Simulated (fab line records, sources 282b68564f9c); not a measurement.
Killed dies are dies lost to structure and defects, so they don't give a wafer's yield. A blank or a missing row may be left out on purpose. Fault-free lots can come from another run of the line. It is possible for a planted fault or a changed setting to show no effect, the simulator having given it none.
Code-filled problem report in 8D (eight disciplines) form	flow rit-cmos	the parts of the form that need people (team, actions taken, sign-off) are left out

== 1. THE PROBLEM ==
Across 9 wafers from 3 lots, PWELL_OVL at RIT_PWELL_OVL_MEAS_06 averages 241.1 nm, while fault-free wafers read 0.6 nm with a standard deviation of 1.7. That is +99 or more standard deviations from the usual mean.
First observed at day 3 14:03: wafer L842.2, on overlay-02. The record has a number at this step for 39 wafers belonging to 13 lots. The rule behind "out" and "out of limits": a value lying over 4 standard deviations away from the usual mean. The rest of the wafers with a number are treated as sound.

== 2. WHAT THIS IS AND IS NOT ==
question	is	is not
which readings at this step	PWELL_OVL	-
which lots	L842, L844, L845	L834, L835, L836, L837, L841, L846, L848, L852, L853, L856
which wafers of those lots	all that have a number	-
read on which gauges	overlay-01, overlay-02	-
when	from day 3 14:03	up to then (15 sound wafers); but 15 sound wafers of L846, L848, L852, L853, L856 came after

== 3. THE SUSPECTS, EACH WITH WHAT RULES IT OUT ==
Counting: a tool at a process step up to the reading stays a suspect if it ran every lot that is out and no sound lot after the first of them.
- ruled out: the gauge at RIT_PWELL_OVL_MEAS_06. 2 gauges (overlay-01, overlay-02) read the wafers that are out.
- iline-stepper-01 at RIT_PWELL_EXPOSE_03 (exposes mask M3, target cd 43700 nm): kept. It ran every lot that is out, first L842 (day 3 13:35), and no sound lot after that; its last sound lot up to then is L834 (day 1 23:14).
The count leaves iline-stepper-01 at RIT_PWELL_EXPOSE_03.

== 4. THE CAUSE (what the simulator had put in) ==
Scanner matching overlay: iline-stepper-01, from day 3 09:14 on, at RIT_PWELL_EXPOSE_03. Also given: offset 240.
Only this tool survived the counting.

== 5. THE CHAIN OF EFFECTS, in route order ==
Each row: a reading where the mean over the struck wafers with a number is more than 3 standard deviations away from the usual. Only readings whose record carries a usual standard deviation are examined. hours: median over the lots of the time between each lot's start at the first step of this table that gives one and its start at this step. sigmas: the change, counted in usual standard deviations.
hours	step	reading	usual	on struck wafers	change	sigmas
0	RIT_PWELL_OVL_MEAS_06	PWELL_OVL	0.6 nm	241.1	+240.5	+99 or more

== 6. WHAT WOULD HAVE CAUGHT IT SOONER ==
In this record the first reading out of limits at a measuring or inspecting step was taken at day 3 14:03, 5 hours after the fault began at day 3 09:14.
Of the tool readings at RIT_PWELL_EXPOSE_03 for which the record gives a usual standard deviation, none was out on any struck wafer, so an alarm limit of 4 standard deviations on them would not have fired.
Of the lots that are out (3), L844, L845 began RIT_PWELL_EXPOSE_03 on iline-stepper-01 after day 3 14:03. A hold on the tool at that time would have spared those 2.
